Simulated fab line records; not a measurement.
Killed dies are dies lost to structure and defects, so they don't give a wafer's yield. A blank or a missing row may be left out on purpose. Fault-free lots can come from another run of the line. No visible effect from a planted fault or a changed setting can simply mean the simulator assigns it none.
Split-lot trial	flow berkeley-cmos170	5 lots, 23 wafers read, on a route of 331 steps

THE SPLIT ITSELF
At UCB170_PLDD_IMPLANT_08, the setting energy-kev was moved away from the recipe's 10 on 5 of the 23 wafers read, by -4.8% to -4.4%. This setting was run at the recipe's value on the other wafers.

The reading comes from the split's own step.

THE READING
The simulator's own value implant.drp-nm, read by no gauge, in nm at UCB170_PLDD_IMPLANT_08. The file gives no usual value for it.

wafer	tool, chamber at the split	energy-kev as run	against the recipe	implant.drp-nm, nm	against lot-mates on the recipe
L074.1	implanter-02, 0	10	recipe	6.005	-
L074.2	implanter-02, 0	10	recipe	6.005	-
L074.3	implanter-02, 0	10	recipe	6.005	-
L074.4	implanter-02, 0	10	recipe	6.005	-
L074.6	implanter-02, 0	10	recipe	6.005	-
L076.1	implanter-04, 0	10	recipe	6.005	-
L076.3	implanter-04, 0	10	recipe	6.005	-
L076.4	implanter-04, 0	9.515	-4.8%	5.801	-0.204
L076.5	implanter-04, 0	9.515	-4.8%	5.801	-0.204
L076.6	implanter-04, 0	9.515	-4.8%	5.801	-0.204
L079.1	implanter-04, 0	10	recipe	6.005	-
L079.2	implanter-04, 0	10	recipe	6.005	-
L079.3	implanter-04, 0	10	recipe	6.005	-
L079.4	implanter-04, 0	10	recipe	6.005	-
L079.6	implanter-04, 0	10	recipe	6.005	-
L081.1	implanter-01, 0	10	recipe	6.005	-
L081.3	implanter-01, 0	10	recipe	6.005	-
L081.6	implanter-01, 0	10	recipe	6.005	-
L081.4	implanter-01, 0	9.561	-4.4%	5.82	-0.185
L081.5	implanter-01, 0	9.561	-4.4%	5.82	-0.185
L083.1	implanter-02, 0	10	recipe	6.005	-
L083.2	implanter-02, 0	10	recipe	6.005	-
L083.3	implanter-02, 0	10	recipe	6.005	-

THE FIT
A straight line over all 23 wafers: implant.drp-nm changes by +0.0421 nm for each +1% of energy-kev; r = +1.00; the points scatter about the line by 8.6e-05 nm.
The same after taking each lot's own level away (the mean of its wafers on the recipe; 23 wafers): +0.0421 nm for each +1%; r = +1.00; scatter 8.6e-05 nm.
The reading moves by 0.2 nm for the largest change in energy-kev, on that fit.
The lots' own levels span 6.0050 to 6.0050 nm.
Hence the lot-to-lot level has little effect on the slope; both slopes agree.
Check: for one of the wafers moved furthest among these (-4.8%), held out of the fit, the line's prediction against its lot-mates is -0.204 nm. It came out at -0.204 nm against them.

THESE WAFERS: OTHER SPLITS
Before the reading, these wafers also passed through other splits. Each is held against what the fit with the lots' levels taken away leaves over:
other split on the same wafers	wafers away from the commonest value	r with implant.drp-nm (lot level and that fit taken away)
UCB170_START_OXIDATION_02 ox-time-s	18	-0.52
UCB170_NWELL_OXIDATION_01 temp-c	15	-0.04
UCB170_PWELL_CVD_05 temp-c	15	-0.26
UCB170_PWELL_IMPLANT_15 energy-kev	7	+0.44
UCB170_ACTIVE_OXIDATION_02 temp-c	10	-0.68
UCB170_PFIELD_COAT_01 spin-rpm	7	-0.29
UCB170_PLDD_COAT_01 resist-thk-nm	5	-0.15

THE WHOLE CHAIN: every reading that the file lists as answering this split, in the file's order
step	what it does	reading	change (the file's fit)	r (the file's)
UCB170_PLDD_IMPLANT_08		implant.rp-nm (the simulator's own value, which no gauge read)	+0.0766 nm for each +1% of the setting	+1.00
UCB170_PLDD_IMPLANT_08		implant.drp-nm (the simulator's own value, which no gauge read)	+0.042 nm for each +1% of the setting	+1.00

FILE'S OWN FIT
implant.drp-nm changes by +0.042 nm for each +1% of energy-kev, r = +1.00.
